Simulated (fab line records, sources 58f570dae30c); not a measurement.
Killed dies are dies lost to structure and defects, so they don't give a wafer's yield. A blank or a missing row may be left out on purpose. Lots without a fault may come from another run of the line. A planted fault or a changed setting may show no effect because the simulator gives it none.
Split-lot experiment | flow berkeley_cmos170 | 5 lots, 23 wafers read, on a route of 331 steps

THE SPLIT
At UCB170_ACTIVE_CVD_05 (deposits Si3N4 from SiH2Cl2/NH3, target thk 220 nm, time 3300 s), the setting temp_c was moved away from the recipe's 800 C on 5 of the 23 wafers read, by +2.3%. The other wafers ran this setting at the recipe's value.

The file shows no step between the split and the reading.

THE READING
ACTIVE_NITRIDE_THK, in nm, at UCB170_ACTIVE_THK_MEAS_06. Fault-free wafers of this fab line usually give 219.5 nm, standard deviation 1.7 nm.

wafer  | tool, chamber at the split | temp_c as run, C | against the recipe | ACTIVE_NITRIDE_THK, nm | against lot-mates on the recipe
L074.1 | -, -                       | 800              | recipe             | 218.0                  | -
L074.2 | -, -                       | 800              | recipe             | 217.8                  | -
L074.3 | -, -                       | 800              | recipe             | 218.8                  | -
L074.4 | -, -                       | 800              | recipe             | 220.5                  | -
L074.5 | -, -                       | 800              | recipe             | 217.9                  | -
L078.2 | -, -                       | 800              | recipe             | 220.8                  | -
L078.3 | -, -                       | 800              | recipe             | 220.7                  | -
L078.4 | -, -                       | 800              | recipe             | 220.1                  | -
L078.5 | -, -                       | 800              | recipe             | 218.7                  | -
L078.6 | -, -                       | 800              | recipe             | 219.9                  | -
L082.1 | -, -                       | 818.1            | +2.3%              | 302.4                  | no lot-mate on the recipe
L082.2 | -, -                       | 818.1            | +2.3%              | 301.3                  | no lot-mate on the recipe
L082.3 | -, -                       | 818.1            | +2.3%              | 302.2                  | no lot-mate on the recipe
L082.5 | -, -                       | 818.1            | +2.3%              | 302.2                  | no lot-mate on the recipe
L082.6 | -, -                       | 818.1            | +2.3%              | 302.4                  | no lot-mate on the recipe
L083.1 | -, -                       | 800              | recipe             | 221.3                  | -
L083.2 | -, -                       | 800              | recipe             | 220.5                  | -
L083.4 | -, -                       | 800              | recipe             | 223.5                  | -
L083.5 | -, -                       | 800              | recipe             | 221.3                  | -
L083.6 | -, -                       | 800              | recipe             | 222.3                  | -
L084.2 | lpcvd-02, 1                | 800              | recipe             | 217.5                  | -
L084.4 | lpcvd-02, 1                | 800              | recipe             | 217.8                  | -
L084.5 | lpcvd-02, 1                | 800              | recipe             | 218.3                  | -

THE FIT
A straight line over all 23 wafers: ACTIVE_NITRIDE_THK changes by +36.4 nm for each +1% of temp_c; r = +1.00; the points scatter about the line by 1.6 nm.
Too few moved wafers have a lot-mate on the recipe to fit a line with each lot's own level taken away.

THE WHOLE CHAIN: every reading that the file lists as answering this split, in the file's order
step                      | what it does                                                    | reading                                                                        | change (the file's fit)              | r (the file's)
UCB170_ACTIVE_CVD_05      | deposits Si3N4 from SiH2Cl2/NH3, target thk 220 nm, time 3300 s | Si3N4_of_ACTIVE_CVD_05.thk_nm (the simulator's own value, which no gauge read) | +36.4 nm for each +1% of the setting | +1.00
UCB170_ACTIVE_THK_MEAS_06 |                                                                 | ACTIVE_NITRIDE_THK                                                             | +36.4 for each +1% of the setting    | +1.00

THE FILE'S OWN FIT
ACTIVE_NITRIDE_THK changes by +36.4 nm for each +1% of temp_c, r = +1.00.
